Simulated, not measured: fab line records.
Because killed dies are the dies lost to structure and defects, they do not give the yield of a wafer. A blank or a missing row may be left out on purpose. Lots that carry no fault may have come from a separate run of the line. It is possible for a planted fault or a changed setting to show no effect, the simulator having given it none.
What tool caused it? | flow berkeley-cmos170 | 14 lots with 42 wafers sampled at 5 steps, on a route of 331 steps

== WHAT THE GAUGES READ, wafer by wafer ==
UCB170_SDANNEAL_RS_MEAS_02: uses a four-point probe to measure. Usual: for PSD_RS the level is 75.50 ohm/sq and the standard deviation is 0.3.
lot  | measured     | on            | PSD_RS (ohm/sq)   | flag
L167 | day 6 17:37  | film-metro-04 | 75.24 75.26 75.32 |
L169 | day 7 01:53  | film-metro-04 | 75.46 75.40 75.39 |
L170 | day 7 02:05  | film-metro-02 | 75.42 75.09 75.45 |
L172 | day 7 21:11  | film-metro-02 | 75.38 75.86 75.72 |
L173 | day 8 09:58  | film-metro-04 | 75.41 75.38 75.28 |
L174 | day 8 19:41  | film-metro-02 | 75.83 75.81 75.84 |
L176 | day 8 19:32  | film-metro-04 | 74.92 74.97 75.09 |
L177 | day 8 19:07  | film-metro-02 | 75.53 75.94 75.70 |
L179 | day 9 14:11  | film-metro-04 | 75.44 75.66 75.47 |
L180 | day 9 18:05  | film-metro-01 | 76.44 76.72 76.48 | OFF
L181 | day 10 01:02 | film-metro-04 | 76.77 76.63 76.83 | OFF
L183 | day 10 23:59 | film-metro-02 | 75.69 75.40 75.66 |
L184 | day 10 23:16 | film-metro-02 | 75.66 75.92 75.76 |
L189 | day 11 23:22 | film-metro-04 | 75.70 76.18 75.85 |

UCB170_M1_RS_MEAS_01: uses a four-point probe to measure. Usual: for M1_AL_RS the level is 0.0488 ohm/sq and the standard deviation is 0.00053.
lot  | measured     | on            | M1_AL_RS (ohm/sq)    | flag
L167 | day 6 23:07  | film-metro-02 | 0.0488 0.0487 0.0484 |
L169 | day 7 08:17  | film-metro-04 | 0.0483 0.0488 0.0488 |
L170 | day 7 07:32  | film-metro-01 | 0.0480 0.0486 0.0486 |
L172 | day 8 04:01  | film-metro-02 | 0.0488 0.0483 0.0495 |
L173 | day 8 16:06  | film-metro-04 | 0.0484 0.0483 0.0485 |
L174 | day 9 04:36  | film-metro-01 | 0.0492 0.0476 0.0487 |
L176 | day 9 04:38  | film-metro-04 | 0.0484 0.0485 0.0488 |
L177 | day 9 01:22  | film-metro-01 | 0.0488 0.0490 0.0479 |
L179 | day 9 19:43  | film-metro-01 | 0.0492 0.0487 0.0483 |
L180 | day 10 01:26 | film-metro-02 | 0.0495 0.0493 0.0482 |
L181 | day 10 08:44 | film-metro-02 | 0.0482 0.0486 0.0475 |
L183 | day 11 07:23 | film-metro-02 | 0.0488 0.0492 0.0482 |
L184 | day 11 06:37 | film-metro-01 | 0.0484 0.0493 0.0484 |
L189 | day 12 07:17 | film-metro-01 | 0.0490 0.0478 0.0482 |

UCB170_M1_THK_MEAS_02: measures by xrf. Usual: for M1_AL_THK the level is 593 nm and the standard deviation is 7.5.
lot  | measured     | on            | M1_AL_THK (nm) | flag
L167 | day 6 23:14  | film-metro-02 | 597 600 601    |
L169 | day 7 08:24  | film-metro-04 | 594 592 590    |
L170 | day 7 07:37  | film-metro-01 | 595 587 586    |
L172 | day 8 04:07  | film-metro-02 | 597 603 594    |
L173 | day 8 16:13  | film-metro-04 | 599 596 599    |
L174 | day 9 04:43  | film-metro-01 | 591 606 593    |
L176 | day 9 04:44  | film-metro-04 | 595 593 593    |
L177 | day 9 01:29  | film-metro-01 | 588 588 601    |
L179 | day 9 19:50  | film-metro-01 | 587 590 596    |
L180 | day 10 01:32 | film-metro-02 | 586 587 602    |
L181 | day 10 08:50 | film-metro-02 | 601 597 612    |
L183 | day 11 07:29 | film-metro-02 | 596 592 604    |
L184 | day 11 06:44 | film-metro-01 | 595 582 595    |
L189 | day 12 07:24 | film-metro-01 | 593 604 599    |

== EACH LOT AND THE TOOL THAT RAN IT (in order: tool; ch and the chambers of the sampled wafers; start) ==
lot  | UCB170_PFIELD_STRIP_08              | UCB170_SDANNEAL_RTA_00
L167 | plasma-asher-01 ch 0, day 4 10:08   | rtp-anneal-01 ch 0, day 6 17:29
L169 | plasma-asher-04 ch 0,1, day 4 16:10 | rtp-anneal-01 ch 0, day 7 01:45
L170 | plasma-asher-01 ch 0,1, day 4 16:30 | rtp-anneal-02 ch 0, day 7 01:56
L172 | plasma-asher-04 ch 0,1, day 5 09:53 | rtp-anneal-02 ch 0, day 7 21:03
L173 | plasma-asher-01 ch 0,1, day 5 22:14 | rtp-anneal-01 ch 0, day 8 09:51
L174 | plasma-asher-03 ch 0,1, day 6 07:30 | rtp-anneal-02 ch 0, day 8 19:34
L176 | plasma-asher-03 ch 0,1, day 6 07:49 | rtp-anneal-02 ch 0, day 8 19:23
L177 | plasma-asher-04 ch 0,1, day 6 07:54 | rtp-anneal-02 ch 0, day 8 18:59
L179 | plasma-asher-03 ch 0,1, day 6 20:14 | rtp-anneal-02 ch 0, day 9 14:04
L180 | plasma-asher-01 ch 0,1, day 7 05:38 | rtp-anneal-02 ch 0, day 9 17:57
L181 | plasma-asher-03 ch 0,1, day 7 13:55 | rtp-anneal-02 ch 0, day 10 00:55
L183 | plasma-asher-04 ch 0,1, day 8 11:41 | rtp-anneal-01 ch 0, day 10 23:50
L184 | plasma-asher-04 ch 0,1, day 8 13:56 | rtp-anneal-01 ch 0, day 10 23:08
L189 | plasma-asher-03 ch 0, day 9 12:32   | rtp-anneal-01 ch 0, day 11 23:08
- UCB170_PFIELD_STRIP_08: strips in O2.
- UCB170_SDANNEAL_RTA_00: time 10 s.

== AS READ BY THE TOOLS THEMSELVES (means over the sampled wafers that have a number; for cases with no such wafer, the mark the record gives instead) ==
UCB170_PFIELD_STRIP_08. Usual: drypump-motor-current-A 5.5 A, standard deviation 0.65; oes-product-au 0.735 a.u., standard deviation 0.0046; strip-time-to-endpoint-s 21.66 s, standard deviation 0.06.
lot  | tool            | drypump-motor-current-A (A) | oes-product-au (a.u.) | strip-time-to-endpoint-s (s) | flag
L167 | plasma-asher-01 | 5.1                         | 0.734                 | 21.67                        |
L169 | plasma-asher-04 | 5.6                         | 0.740                 | 21.64                        |
L170 | plasma-asher-01 | 5.4                         | 0.735                 | 21.57                        |
L172 | plasma-asher-04 | 5.6                         | 0.730                 | 21.69                        |
L173 | plasma-asher-01 | 5.2                         | 0.736                 | 21.71                        |
L174 | plasma-asher-03 | 6.0                         | 0.736                 | 21.64                        |
L176 | plasma-asher-03 | 6.0                         | 0.736                 | 21.71                        |
L177 | plasma-asher-04 | 5.1                         | 0.733                 | 21.61                        |
L179 | plasma-asher-03 | 6.0                         | 0.732                 | 21.55                        |
L180 | plasma-asher-01 | 5.4                         | 0.731                 | 21.68                        |
L181 | plasma-asher-03 | 5.5                         | 0.729                 | 21.62                        |
L183 | plasma-asher-04 | 5.6                         | 0.732                 | 21.64                        |
L184 | plasma-asher-04 | 5.6                         | 0.736                 | 21.72                        |
L189 | plasma-asher-03 | 6.5                         | 0.732                 | 21.67                        |

UCB170_SDANNEAL_RTA_00. Usual: lamp-power-pct 27 %, standard deviation 4.4; wafer_temp_C_max 904.6, standard deviation 0.84.
lot  | tool          | lamp-power-pct (%) | wafer_temp_C_max | flag
L167 | rtp-anneal-01 | 23                 | 904.3            |
L169 | rtp-anneal-01 | 23                 | 904.9            |
L170 | rtp-anneal-02 | 32                 | 904.7            |
L172 | rtp-anneal-02 | 32                 | 904.4            |
L173 | rtp-anneal-01 | 23                 | 904.7            |
L174 | rtp-anneal-02 | 32                 | 904.3            |
L176 | rtp-anneal-02 | 32                 | 906.0            |
L177 | rtp-anneal-02 | 32                 | 905.2            |
L179 | rtp-anneal-02 | 32                 | 904.5            |
L180 | rtp-anneal-02 | 32                 | 903.8            |
L181 | rtp-anneal-02 | 32                 | 904.2            |
L183 | rtp-anneal-01 | 23                 | 903.9            |
L184 | rtp-anneal-01 | 23                 | 904.5            |
L189 | rtp-anneal-01 | 23                 | 904.6            |

== THE ANSWER, worked out from the rows above alone ==
Rule: a lot is off if the mean of its wafers that have a number lies more than 3 standard deviations from the usual mean. A lot without any number at a reading at which 4 lots or more have one is off too. Where the step has rows for the other lots, those lots are counted as sound. The gauges are gone through in route order, then the tools' own readings, and for those a lot's mean is taken as printed above. The first step at which some lot is off is used, and at that step the reading that is off furthest; a lot without a number counts as furthest.
Off: L180, L181, seen at UCB170_SDANNEAL_RS_MEAS_02 (PSD_RS).
A tool fits if, at a process step before that reading, it ran every lot that is off, and no sound lot after the first of them. Gauges at UCB170_SDANNEAL_RS_MEAS_02: tried the same way as those tools. One candidate fits, namely rtp-anneal-02 at UCB170_SDANNEAL_RTA_00. Its last sound lot is L179 (day 9 14:04), its first lot that is off L180 (day 9 17:57): a fault that began between those two fits.

== WHAT THE SIMULATOR HAD INSERTED ==
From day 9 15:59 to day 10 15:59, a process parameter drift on rtp-anneal-02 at UCB170_SDANNEAL_RTA_00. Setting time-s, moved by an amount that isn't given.
Struck lots among those shown: L180, L181. The rule above reached the same finding.
